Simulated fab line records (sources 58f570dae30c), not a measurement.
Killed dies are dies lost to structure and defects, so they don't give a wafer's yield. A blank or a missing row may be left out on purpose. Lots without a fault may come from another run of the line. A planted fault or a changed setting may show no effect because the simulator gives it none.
Tool commonality check :: flow berkeleyCmos170 :: Sampled: 15 lots, 45 wafers

## WHAT PROMPTED THE OPENING
3 of 15 lots carry a flag on the reading NVT_TW at UCB170_NVT_TW_MEAS_09. No-fault wafers: 520, standard deviation 3.6.
Rule: a lot is flagged in two cases, either no wafer of it has a number, or all its wafers with numbers fall more than 4 standard deviations from that mean. The other lots count as sound.

lot: L674
measured: day 6 14:43
on: filmMetro-03
NVT_TW, wafer by wafer: 520 516 520
flag: 

lot: L675
measured: day 7 03:44
on: filmMetro-03
NVT_TW, wafer by wafer: 517 516 515
flag: 

lot: L677
measured: day 7 03:48
on: filmMetro-04
NVT_TW, wafer by wafer: 519 518 515
flag: 

lot: L678
measured: day 7 13:16
on: filmMetro-01
NVT_TW, wafer by wafer: 651 651 651
flag: FLAGGED

lot: L679
measured: day 7 13:27
on: filmMetro-03
NVT_TW, wafer by wafer: 641 640 642
flag: FLAGGED

lot: L681
measured: day 7 20:46
on: filmMetro-04
NVT_TW, wafer by wafer: 514 518 513
flag: 

lot: L680
measured: day 7 20:52
on: filmMetro-01
NVT_TW, wafer by wafer: 653 651 651
flag: FLAGGED

lot: L684
measured: day 8 14:18
on: filmMetro-04
NVT_TW, wafer by wafer: 520 520 522
flag: 

lot: L686
measured: day 8 14:49
on: filmMetro-04
NVT_TW, wafer by wafer: 519 521 521
flag: 

lot: L689
measured: day 9 04:33
on: filmMetro-04
NVT_TW, wafer by wafer: 515 517 515
flag: 

lot: L690
measured: day 9 05:01
on: filmMetro-01
NVT_TW, wafer by wafer: 524 521 523
flag: 

lot: L691
measured: day 10 03:58
on: filmMetro-04
NVT_TW, wafer by wafer: 518 519 515
flag: 

lot: L695
measured: day 10 11:53
on: filmMetro-04
NVT_TW, wafer by wafer: 519 517 518
flag: 

lot: L694
measured: day 10 12:04
on: filmMetro-03
NVT_TW, wafer by wafer: 520 520 518
flag: 

lot: L697
measured: day 11 07:16
on: filmMetro-03
NVT_TW, wafer by wafer: 517 518 517
flag: 
Average over the flagged lots: 648; offset from the usual +128, equal to +36 standard deviations.

## WHICH TOOL EACH LOT WENT THROUGH
The record keeps 1 process step preceding the reading, out of 331 steps on the route. Each cell gives the tool, then ch followed by the chambers the sampled wafers passed through, then the start.
lot: L674
flag: 
UCB170_NVT_IMPLANT_07: implanter-02 ch 0, day 6 14:28

lot: L675
flag: 
UCB170_NVT_IMPLANT_07: implanter-02 ch 0, day 7 03:29

lot: L677
flag: 
UCB170_NVT_IMPLANT_07: implanter-01 ch 0, day 7 03:34

lot: L678
flag: FLAGGED
UCB170_NVT_IMPLANT_07: implanter-01 ch 0, day 7 12:38

lot: L679
flag: FLAGGED
UCB170_NVT_IMPLANT_07: implanter-03 ch 0, day 7 12:54

lot: L681
flag: 
UCB170_NVT_IMPLANT_07: implanter-03 ch 0, day 7 20:32

lot: L680
flag: FLAGGED
UCB170_NVT_IMPLANT_07: implanter-02 ch 0, day 7 20:19

lot: L684
flag: 
UCB170_NVT_IMPLANT_07: implanter-01 ch 0, day 8 14:03

lot: L686
flag: 
UCB170_NVT_IMPLANT_07: implanter-01 ch 0, day 8 14:34

lot: L689
flag: 
UCB170_NVT_IMPLANT_07: implanter-02 ch 0, day 9 04:05

lot: L690
flag: 
UCB170_NVT_IMPLANT_07: implanter-02 ch 0, day 9 04:47

lot: L691
flag: 
UCB170_NVT_IMPLANT_07: implanter-01 ch 0, day 10 03:43

lot: L695
flag: 
UCB170_NVT_IMPLANT_07: implanter-01 ch 0, day 10 11:38

lot: L694
flag: 
UCB170_NVT_IMPLANT_07: implanter-01 ch 0, day 10 11:47

lot: L697
flag: 
UCB170_NVT_IMPLANT_07: implanter-03 ch 0, day 11 07:02
What is done by these steps:
- UCB170_NVT_IMPLANT_07
- UCB170_NVT_TW_MEAS_09

## FLAGGED AGAINST TOTAL, ONE TOOL AT A TIME (gauges that did the reading follow at the end)
step: UCB170_NVT_IMPLANT_07
tool: implanter-01
lots run: 7
flagged: 1
share of the flagged lots: some
sound lots run after its first flagged lot: 5 (L684,L686,L691,L695,L694)

step: UCB170_NVT_IMPLANT_07
tool: implanter-02
lots run: 5
flagged: 1
share of the flagged lots: some
sound lots run after its first flagged lot: 2 (L689,L690)

step: UCB170_NVT_IMPLANT_07
tool: implanter-03
lots run: 3
flagged: 1
share of the flagged lots: some
sound lots run after its first flagged lot: 2 (L681,L697)

step: UCB170_NVT_TW_MEAS_09
tool: filmMetro-01
lots run: 3
flagged: 2
share of the flagged lots: some
sound lots run after its first flagged lot: 1 (L690)

step: UCB170_NVT_TW_MEAS_09
tool: filmMetro-03
lots run: 5
flagged: 1
share of the flagged lots: some
sound lots run after its first flagged lot: 2 (L694,L697)

step: UCB170_NVT_TW_MEAS_09
tool: filmMetro-04
lots run: 7
flagged: 0
share of the flagged lots: none
sound lots run after its first flagged lot: -

## WHAT IS ALLOWED BY THE TABLE
No row of the table ran every flagged lot.

## WHAT HAD BEEN PUT IN BY THE SIMULATOR
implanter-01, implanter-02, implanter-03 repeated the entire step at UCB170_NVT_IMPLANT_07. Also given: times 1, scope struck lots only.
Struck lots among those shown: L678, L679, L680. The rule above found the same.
